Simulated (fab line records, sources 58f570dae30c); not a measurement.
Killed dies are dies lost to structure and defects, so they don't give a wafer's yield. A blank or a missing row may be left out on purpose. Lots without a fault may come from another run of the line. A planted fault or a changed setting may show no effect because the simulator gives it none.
fab line records | flow berkeley_cmos170 | part 2 of 2: steps 24 to 35 of 35
record lots=5 wafers=15 last_day=11
route steps=331 shown START@3 ZERO@6 NWELL@14 PWELL@34
lots that met no fault: from a run of the same line without faults
start_h: hours from the record's first day to the start of the lot's first wafer shown | wait_h: hours since the lot's step before | " the same as in the row above | L1.1+2: a row that stands for several wafers | - no value, or no start given | * or withheld: withheld | < > ~ a bound
route shown NAME@n: a module of which the file shows steps, and the number in the route of the first | usual: mean/standard deviation of fault-free wafers | same: alike in all rows | chamber/n: place in a boat | sites: the reading at each site | _std_site: their standard deviation | _edge_site: outer sites' mean less inner sites' | radius_mm: how far each site lies from the wafer's centre | mask NAME#n: copy n | behind: the tool/chamber that last shaped the wafer | hold: why the lot was held/for how many hours/how that ended | device: the transistor (n, p or np) that didn't switch | end of line: the same wafers' tests at the end of the route | a step without rows: its recipe alone | killed: dies lost to structure and defects at the first sort, not the wafer's yield | map: a wafer's dies, x killed, . not, _ none there
set.NAME: the setting as run; set.NAME@STEP: as run at that earlier step | model.NAME: the simulator's own value behind a step, which no gauge read
lots at some steps of the route; a table a step, a row a wafer
services: from which hour (start_h, from the record's first day; less than 0 if before it) a tool's chamber was out of use, for how many hours, and why
## steps
# step UCB170_NWELL_OVL_MEAS_12
# usual NWELL_OVL=-1/5.8
# columns lot.wafer tool chamber start_h wait_h NWELL_OVL[nm]
L078.2 overlay-02 - 48.21 - -2
L078.3 " - " " 0
L078.6 " - " " -10
L080.2 overlay-01 - 60.97 - -2
L080.5 " - " " 3
L080.6 " - " " 0
L085.2 overlay-02 - 87.58 - 4
L085.5 " - " " -3
L085.6 " - " " -6
L096.1 overlay-01 - 141.00 - 6
L096.4 " - " " 5
L096.5 " - " " -7
L097.3 overlay-01 - 149.21 - 6
L097.5 " - " " 3
L097.6 " - " " 0
# step UCB170_NWELL_ETCH_13
# recipe chemistry=CH3F/Ar/O2 target=Si3N4 stop_on=SiO2 CH3F_flow_sccm=20 Ar_flow_sccm=50 O2_flow_sccm=7 pressure_mtorr=50 rf_w=450 target_depth_a=2464 over_etch_frac=0.1 time_s=154
# usual drypump_motor_current_A=5.8/0.47 oes_product_au=0.937/0.017 throttle_valve_pct=8.07/0.11
# columns lot.wafer tool chamber start_h wait_h drypump_motor_current_A oes_product_au rf_hours_counter_h throttle_valve_pct
L078.2 rie_diel-01 3 48.24 0.0 5.6 0.921 9 7.99
L078.3 " 2 " " 5.7 0.948 137 8.06
L078.6 " 0 " " 6.3 0.933 - 8.07
L080.2 rie_diel-04 2 61.00 0.0 6.3 0.962 135 8.10
L080.5 " 3 " " 5.3 0.944 - 7.89
L080.6 " 0 " " 5.9 0.925 - 8.09
L085.2 rie_diel-03 2 87.61 0.0 5.8 0.916 9 8.22
L085.5 " 2 " " 5.8 0.911 - 8.20
L085.6 " 0 " " 6.5 0.906 - 7.87
L096.1 rie_diel-03 1 141.03 0.0 5.4 0.967 12 8.00
L096.4 " 1 " " 5.3 0.973 - 8.03
L096.5 " 3 " " 5.5 0.949 - 8.16
L097.3 rie_diel-04 2 149.23 0.0 6.2 0.949 139 8.10
L097.5 " 2 " " 6.3 0.940 - 8.11
L097.6 " 1 " " 6.4 0.927 - 8.14
# step UCB170_NWELL_IMPLANT_14
# recipe species=P dose_cm2=1e+13 energy_kev=150 tilt_deg=7
# usual beam_energy_keV=150.00/0.053
# columns lot.wafer tool chamber start_h wait_h beam_energy_keV
L078.2 implanter-01 0 48.37 0.1 150.01
L078.3 " 0 " " 149.97
L078.6 " 0 " " 150.01
L080.2 implanter-02 0 61.13 0.1 150.02
L080.5 " 0 " " 149.96
L080.6 " 0 " " 149.98
L085.2 implanter-02 0 87.73 0.1 149.98
L085.5 " 0 " " 150.06
L085.6 " 0 " " 150.04
L096.1 implanter-04 0 141.14 0.1 149.97
L096.4 " 0 " " 150.03
L096.5 " 0 " " 149.97
L097.3 implanter-01 0 149.38 0.1 150.06
L097.5 " 0 " " 150.01
L097.6 " 0 " " 150.10
# step UCB170_NWELL_STRIP_15
# recipe chemistry=O2 power_w=400 pressure_mtorr=3500 platen_temp_c=withheld o2_flow_sccm=400 overash_fraction=0.5
# usual drypump_motor_current_A=5.56/0.15 oes_product_au=0.721/0.0043 strip_time_to_endpoint_s=18.01/0.11
# same overash_fraction=0.5
# columns lot.wafer tool chamber start_h wait_h drypump_motor_current_A oes_product_au rf_hours_counter_h strip_time_to_endpoint_s
L078.2 plasma_asher-01 1 48.49 0.1 5.49 0.726 33 18.00
L078.3 " 0 " " 5.42 0.719 - 18.17
L078.6 " 1 " " 5.50 0.720 - 18.19
L080.2 plasma_asher-02 0 61.25 0.1 5.89 0.716 33 18.01
L080.5 " 0 " " 5.87 0.720 - 17.83
L080.6 " 1 " " 5.55 0.719 - 17.97
L085.2 plasma_asher-01 1 87.86 0.1 5.50 0.731 37 18.01
L085.5 " 1 " " 5.50 0.720 - 18.06
L085.6 " 0 " " 5.42 0.723 - 18.00
L096.1 plasma_asher-03 1 141.29 0.1 5.68 0.715 36 18.07
L096.4 " 0 " " 5.48 0.729 - 18.06
L096.5 " 0 " " 5.49 0.716 - 18.17
L097.3 plasma_asher-01 1 149.52 0.1 5.48 0.715 - 18.06
L097.5 " 1 " " 5.49 0.719 - 17.95
L097.6 " 0 " " 5.41 0.723 - 17.96
# step UCB170_NWELL_TW_MEAS_16
# usual NWELL_TW=1255/7.9
# columns lot.wafer tool chamber start_h wait_h NWELL_TW
L078.2 film_metro-01 - 48.60 0.1 1247
L078.3 " - " " 1246
L078.6 " - " " 1245
L080.2 film_metro-01 - 61.36 0.1 1241
L080.5 " - " " 1243
L080.6 " - " " 1243
L085.2 film_metro-01 - 88.12 0.2 1247
L085.5 " - " " 1253
L085.6 " - " " 1243
L096.1 film_metro-02 - 141.39 0.1 1268
L096.4 " - " " 1264
L096.5 " - " " 1266
L097.3 film_metro-02 - 149.60 0.1 1252
L097.5 " - " " 1250
L097.6 " - " " 1259
# step UCB170_NWELL_CLEAN_17
# recipe chemistry=SPM temp_c=120 time_s=600
# columns lot.wafer tool chamber start_h wait_h
L078.2+3+6 wet_bench-03 1 48.65 0.0
L080.2+5+6 wet_bench-03 2 61.41 0.0
L085.2+5+6 wet_bench-01 3 88.29 0.2
L096.1+4+5 wet_bench-04 0 143.25 1.9
L097.3+5+6 wet_bench-04 3 149.64 0.0
# step UCB170_NWELL_WET_ETCH_18
# recipe chemistry=H3PO4 target=Si3N4 temp_c=160 time_s=14400
# columns lot.wafer tool chamber start_h wait_h
L078.2+3+6 wet_bench-04 0 48.83 0.0
L080.2+5+6 wet_bench-04 1 61.59 0.0
L085.2+5+6 wet_bench-03 2 88.77 0.3
L096.1+4+5 wet_bench-01 0 144.74 1.3
L097.3+5+6 wet_bench-01 0 149.82 0.0
# step UCB170_NWELL_WET_ETCH_19
# recipe chemistry=BOE dilution=5:1 target=SiO2 temp_c=25 time_s=22
# columns lot.wafer tool chamber start_h wait_h
L078.2+3+6 wet_bench-04 2 53.19 0.3
L080.2+5+6 wet_bench-03 0 65.59 0.0
L085.2+5+6 wet_bench-01 3 92.77 0.0
L096.1+4+5 wet_bench-03 2 148.74 0.0
L097.3+5+6 wet_bench-01 2 153.90 0.1
# step UCB170_PWELL_CLEAN_00
# recipe chemistry=SPM temp_c=120 time_s=600
# columns lot.wafer tool chamber start_h wait_h
L078.2+3+6 wet_bench-04 3 53.23 0.0
L080.2+5+6 wet_bench-04 2 65.61 0.0
L085.2+5+6 wet_bench-04 3 92.79 0.0
L096.1+4+5 wet_bench-04 3 148.76 0.0
L097.3+5+6 wet_bench-01 3 153.91 0.0
# step UCB170_PWELL_CLEAN_01
# recipe chemistry=dHF dilution=25:1 time_s=60
# columns lot.wafer tool chamber start_h wait_h
L078.2+3+6 wet_bench-04 0 53.40 0.0
L080.2+5+6 wet_bench-01 2 65.79 0.0
L085.2+5+6 wet_bench-03 2 92.97 0.0
L096.1+4+5 wet_bench-01 3 148.93 0.0
L097.3+5+6 wet_bench-01 1 154.10 0.0
# step UCB170_PWELL_OXIDATION_02
# recipe temp_c=1000 ambient=O2 target_thk_a=264 ox_time_s=1260
# usual spike_tc_source_C=1026.1/2.7 zone_power_source_pct=33/4.2
# same ox_time_s=1260
# columns lot.wafer tool chamber start_h wait_h spike_tc_source_C zone_power_source_pct
L078.2 furnace-03 0 57.11 3.7 1027.0 39
L078.3 " 0 " " 1027.9 38
L078.6 " 0 " " 1027.5 38
L080.2 furnace-03 0 69.00 3.2 1027.4 38
L080.5 " 0 " " 1027.4 38
L080.6 " 0 " " 1027.1 39
L085.2 furnace-02 0 95.57 2.6 1029.7 36
L085.5 " 0 " " 1028.3 36
L085.6 " 0 " " 1029.1 36
L096.1 furnace-01 0 149.19 0.2 1024.7 29
L096.4 " 0 " " 1023.9 29
L096.5 " 0 " " 1021.8 29
L097.3 furnace-02 0 157.47 3.3 1028.6 36
L097.5 " 0 " " 1029.1 36
L097.6 " 0 " " 1027.7 36
# step UCB170_PWELL_THK_MEAS_03
# recipe reads=SiO2_of_PWELL_OXIDATION_02
# usual PWELL_OXIDE_THK=26.4/0.35
# columns lot.wafer tool chamber start_h wait_h PWELL_OXIDE_THK[nm]
L078.2 film_metro-04 - 58.47 0.0 26.4
L078.3 " - " " 26.0
L078.6 " - " " 26.1
L080.2 film_metro-03 - 70.36 0.0 26.7
L080.5 " - " " 26.6
L080.6 " - " " 26.1
L085.2 film_metro-03 - 96.99 0.1 27.3
L085.5 " - " " 26.8
L085.6 " - " " 26.6
L096.1 film_metro-02 - 150.54 0.0 25.8
L096.4 " - " " 26.1
L096.5 " - " " 26.0
L097.3 film_metro-04 - 158.84 0.0 26.0
L097.5 " - " " 26.1
L097.6 " - " " 26.3
## services
# columns tool chamber start_h hours kind
furnace-02 - 9.26 2.5 repair
furnace-01 - 9.27 1.0 repair
plasma_asher-01 - 10.50 2.8 pm
krf_scanner-02 - 12.15 1.0 pm
krf_scanner-02 - 17.35 2.7 repair
plasma_asher-03 - 23.81 5.0 repair
wet_bench-03 - 25.25 7.6 repair
krf_scanner-02 - 25.84 1.3 pm
krf_scanner-02 - 31.94 0.9 repair
krf_scanner-01 - 34.48 1.3 pm
furnace-02 - 35.98 4.0 repair
rie_diel-02 1 36.98 9.8 repair
rie_diel-04 2 49.65 2.3 repair
furnace-04 - 50.81 2.3 pm
furnace-01 - 53.22 4.3 pm
krf_scanner-01 - 56.86 1.0 pm
furnace-03 - 60.13 2.9 pm
furnace-03 - 77.20 51.4 pm
krf_scanner-02 - 85.02 0.8 repair
plasma_asher-03 - 94.27 2.8 pm
rie_diel-04 3 100.92 19.7 repair
plasma_asher-03 - 104.85 0.5 repair
krf_scanner-02 - 128.62 0.8 pm
furnace-03 - 128.62 3.7 pm
